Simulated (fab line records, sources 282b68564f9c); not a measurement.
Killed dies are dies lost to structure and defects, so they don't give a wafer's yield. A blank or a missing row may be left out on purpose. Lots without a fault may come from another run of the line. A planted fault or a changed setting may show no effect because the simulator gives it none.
Problem report in the 8D (eight disciplines) form, filled by code | flow rit_cmos | the parts of the form that need people (team, actions taken, sign-off) are left out

1. THE PROBLEM
cd_nm at RIT_ACTIVE_CD_MEAS_11 reads a mean of 1382.1 nm on 9 wafers of 3 lots; wafers without a fault read 1399.8 nm with a standard deviation of 2.2. That is -8.0 standard deviations from the usual mean.
The step: target cd 1400 nm.
First seen on wafer L753.1, day 2 16:20, on cd_sem-02. The record holds 45 wafers of 15 lots with a number at this step. Rule for "out", or "out of limits": more than 4 standard deviations from the usual mean. The other wafers with a number count as sound.

2. WHAT IT IS AND WHAT IT IS NOT
question                    | is                     | is not
which readings at this step | cd_nm                  | -
which lots                  | L753, L754, L756       | L748, L750, L752, L755, L757, L762, L764, L766, L768, L769, L770, L771
which wafers of those lots  | all that have a number | -
read on which gauges        | cd_sem-02              | cd_sem-01
when                        | from day 2 16:20       | up to then (9 sound wafers); but 27 sound wafers of L755, L757, L762, L764, L766, L768, L769, L770, L771 came after

3. SUSPECTS, AND WHAT RULES EACH OUT
Counting: a tool at a process step up to the reading stays a suspect if it ran every lot that is out and no sound lot after the first of them.
- the gauge at RIT_ACTIVE_CD_MEAS_11: kept. All the wafers that are out were read on cd_sem-02, and no step on other tools shows them out.
- litho_track-03 at RIT_ACTIVE_DEVELOP_10 (develop time 50 s): ruled out as a lasting fault. Sound lots L768 ran on it after its first lot that is out, L753 (day 2 16:00).
Left after counting: cd_sem-02 at RIT_ACTIVE_CD_MEAS_11.

4. THE CAUSE (what the simulator had put in)
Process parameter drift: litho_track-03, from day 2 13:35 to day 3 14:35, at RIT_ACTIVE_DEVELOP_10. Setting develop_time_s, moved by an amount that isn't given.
Counting ruled it out, wrongly: the rule takes a fault to strike every lot that its tool runs from its start on, and this one did not.

5. THE CHAIN OF EFFECTS, in route order
Each row: a reading whose mean over the struck wafers that have a number lies more than 3 standard deviations from the usual. Only readings for which the record gives a usual standard deviation are gone through. hours: the time from each lot's start at the first step in this table that gives one to its start at this step, as a median over the lots. sigmas: the change in usual standard deviations.
hours | step                  | reading | usual     | on struck wafers | change | sigmas
0     | RIT_ACTIVE_CD_MEAS_11 | cd_nm   | 1399.8 nm | 1382.1           | -17.7  | -8.0

6. WHAT WOULD HAVE CAUGHT IT SOONER
In this record the first reading out of limits at a measuring or inspecting step was taken at day 2 16:20, 3 hours after the fault began at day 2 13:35.
Of the tool readings at RIT_ACTIVE_DEVELOP_10 for which the record gives a usual standard deviation, none was out on any struck wafer, so an alarm limit of 4 standard deviations on them would not have fired.
